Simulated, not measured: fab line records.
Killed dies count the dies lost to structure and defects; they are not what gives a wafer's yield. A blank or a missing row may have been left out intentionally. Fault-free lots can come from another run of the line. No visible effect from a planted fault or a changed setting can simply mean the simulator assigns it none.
Which tool is to blame? -- flow ritCmos -- 7 lots, 21 wafers sampled, at 3 steps of a route of 202

## WHAT EACH GAUGE READ, for each wafer
RIT_GATE_THK_MEAS_07.
lot,measured,on,GATE_OXIDE_THK (nm)
L999,day 2 18:36,filmMetro-01,3.03 3.03 3.00
L101,day 3 05:27,filmMetro-01,3.02 3.07 2.93
L103,day 3 15:09,filmMetro-02,3.07 3.08 3.05
L108,day 4 17:57,filmMetro-01,3.02 2.94 2.90
L112,day 5 13:19,filmMetro-01,3.12 2.99 3.00
L119,day 7 01:36,filmMetro-02,4.95 5.05 5.00
L121,day 7 09:47,filmMetro-01,3.01 3.01 3.01

## EACH LOT AND THE TOOL THAT RAN IT (in order: tool; ch and the chambers of the sampled wafers; start)
lot,RIT_PRETRO_STRIP_09,RIT_GATE_OXIDATION_05
L999,"plasmaAsher-02 ch 0,1, day 2 16:34","furnace-04 ch 0, day 2 17:17"
L101,"plasmaAsher-02 ch 0,1, day 3 00:59","furnace-01 ch 0, day 3 02:11"
L103,"plasmaAsher-02 ch 0,1, day 3 10:37","furnace-04 ch 0, day 3 11:28"
L108,"plasmaAsher-03 ch 0,1, day 4 13:22","furnace-03 ch 0, day 4 15:55"
L112,"plasmaAsher-03 ch 1, day 5 08:32","furnace-03 ch 0, day 5 10:40"
L119,"plasmaAsher-02 ch 1, day 6 21:23","furnace-03 ch 0, day 6 22:53"
L121,"plasmaAsher-03 ch 0, day 7 04:34","furnace-03 ch 0, day 7 06:31"
- RIT_PRETRO_STRIP_09: strips in O2, time 180 s.
- RIT_GATE_OXIDATION_05: target thk 3 nm, ox time 270 s.

## THE ANSWER, worked out from the rows above alone
Rule: usual is defined by the lots themselves. Put in order of their means at a reading, lots are off if they are a third of the lots or fewer, leave a main group of 4 or more, and stand apart from it by a gap of 3 or more times the standard deviation of the main group's means; of several such gaps the widest counts. The tables above print the reading to a certain number of digits; a main group whose means all agree to those digits is not used. Also off: a lot with no number at a reading for which 4 or more lots have one. Any other lot the step has rows for is counted as sound.
Off: L119, at RIT_GATE_THK_MEAS_07 (GATE_OXIDE_THK). The main group has a mean of 3.02 nm with a standard deviation of 0.034.
A tool fits if, at a process step before that reading, it ran every lot that is off, and no sound lot after the first of them. The gauges at RIT_GATE_THK_MEAS_07 are tried like those tools. Can't be told from this: 2 tools fit, plasmaAsher-02 at RIT_PRETRO_STRIP_09, filmMetro-02 at RIT_GATE_THK_MEAS_07.

## WHAT WAS PUT IN BY THE SIMULATOR
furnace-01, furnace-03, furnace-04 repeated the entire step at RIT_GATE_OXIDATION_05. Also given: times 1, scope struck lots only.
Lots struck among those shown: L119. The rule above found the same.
